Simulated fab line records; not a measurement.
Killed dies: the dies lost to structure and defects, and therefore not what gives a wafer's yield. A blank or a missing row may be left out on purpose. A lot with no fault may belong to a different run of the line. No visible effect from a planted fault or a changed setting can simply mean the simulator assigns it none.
The tool behind it: which one? + flow rit-cmos + 39 wafers from 13 lots sampled at 2 of the route's 202 steps

WHAT THE GAUGES SHOWED, per wafer
RIT_PLDD_OVL_MEAS_06. Usual: PLDD_OVL 0.3 nm, standard deviation 1.2.
| lot  | measured    | on         | PLDD_OVL (nm)  | flag |
|------|-------------|------------|----------------|------|
| L112 | day 3 00:05 | overlay-02 | 0.0 1.2 0.3    |      |
| L113 | day 3 05:52 | overlay-02 | -0.4 0.3 -0.4  |      |
| L114 | day 3 09:28 | overlay-02 | 1.1 -0.4 1.1   |      |
| L115 | day 3 11:53 | overlay-01 | -1.8 0.5 0.0   |      |
| L116 | day 3 19:45 | overlay-01 | 0.6 0.4 0.5    |      |
| L119 | day 4 06:49 | overlay-02 | 0.1 1.8 0.2    |      |
| L120 | day 4 14:56 | overlay-02 | 1.5 2.0 1.0    |      |
| L121 | day 4 17:37 | overlay-02 | 0.1 0.4 1.0    |      |
| L123 | day 5 02:50 | overlay-02 | 3.9 2.6 5.6    | OFF  |
| L124 | day 5 12:28 | overlay-02 | 3.4 4.9 4.1    | OFF  |
| L129 | day 6 09:00 | overlay-02 | -0.4 -1.4 -0.2 |      |
| L132 | day 7 04:07 | overlay-01 | -2.1 -2.0 -1.3 |      |
| L134 | day 7 12:17 | overlay-01 | -0.3 2.2 -0.6  |      |

WHAT TOOL EACH LOT RAN ON (gives the tool, then ch and the chambers of the sampled wafers, and finally the start)
| lot  | RIT_PLDD_EXPOSE_03                 |
|------|------------------------------------|
| L112 | iline-stepper-01 ch 0, day 2 23:41 |
| L113 | iline-stepper-02 ch 0, day 3 05:16 |
| L114 | iline-stepper-01 ch 0, day 3 09:05 |
| L115 | iline-stepper-02 ch 0, day 3 11:29 |
| L116 | iline-stepper-02 ch 0, day 3 19:22 |
| L119 | iline-stepper-01 ch 0, day 4 06:27 |
| L120 | iline-stepper-01 ch 0, day 4 14:33 |
| L121 | iline-stepper-01 ch 0, day 4 17:14 |
| L123 | iline-stepper-01 ch 0, day 5 02:28 |
| L124 | iline-stepper-01 ch 0, day 5 12:04 |
| L129 | iline-stepper-02 ch 0, day 6 08:36 |
| L132 | iline-stepper-02 ch 0, day 7 03:43 |
| L134 | iline-stepper-02 ch 0, day 7 11:56 |
- RIT_PLDD_EXPOSE_03: exposes mask M8, target cd 40900 nm.

WHAT THE TOOLS THEMSELVES READ (means of the sampled wafers that have a number; where no wafer has one, the mark that the record gives instead)
RIT_PLDD_EXPOSE_03. Usual: reticle-temp-C reads 23.00 C (standard deviation 0.096).
| lot  | tool             | reticle-temp-C (C) | flag |
|------|------------------|--------------------|------|
| L112 | iline-stepper-01 | 22.95              |      |
| L113 | iline-stepper-02 | 23.01              |      |
| L114 | iline-stepper-01 | 22.94              |      |
| L115 | iline-stepper-02 | 23.02              |      |
| L116 | iline-stepper-02 | 22.98              |      |
| L119 | iline-stepper-01 | 23.05              |      |
| L120 | iline-stepper-01 | 23.00              |      |
| L121 | iline-stepper-01 | 23.07              |      |
| L123 | iline-stepper-01 | 23.06              |      |
| L124 | iline-stepper-01 | 23.08              |      |
| L129 | iline-stepper-02 | 23.05              |      |
| L132 | iline-stepper-02 | 22.96              |      |
| L134 | iline-stepper-02 | 22.95              |      |

THE ANSWER, worked out from the rows above alone
Rule: lot off if the mean of its wafers having a number is beyond 3 standard deviations from the usual mean. Also off: a lot with no number at a reading for which 4 or more lots have one. Any other lot the step has rows for is counted as sound. First the gauges in route order, then the tools' own readings, where a lot's mean is used as printed above. The first step at which some lot is off is used, and at that step the reading that is off furthest; a lot without a number counts as furthest.
Off: at RIT_PLDD_OVL_MEAS_06 (PLDD_OVL), L123, L124.
A tool fits if, at a process step before that reading, it ran every lot that is off, and no sound lot after the first of them. Those tools and the gauges at RIT_PLDD_OVL_MEAS_06 are tried in the same way. One fits: iline-stepper-01 at RIT_PLDD_EXPOSE_03. A fault onset in the window from L121 (day 4 17:14, its last sound lot) to L123 (day 5 02:28, its first lot off) fits.

WHAT THE SIMULATOR HAD PUT IN
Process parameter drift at RIT_PLDD_EXPOSE_03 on iline-stepper-01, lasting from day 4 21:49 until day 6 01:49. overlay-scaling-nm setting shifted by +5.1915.
Struck lots among those shown: L123, L124. Same finding as the rule above.
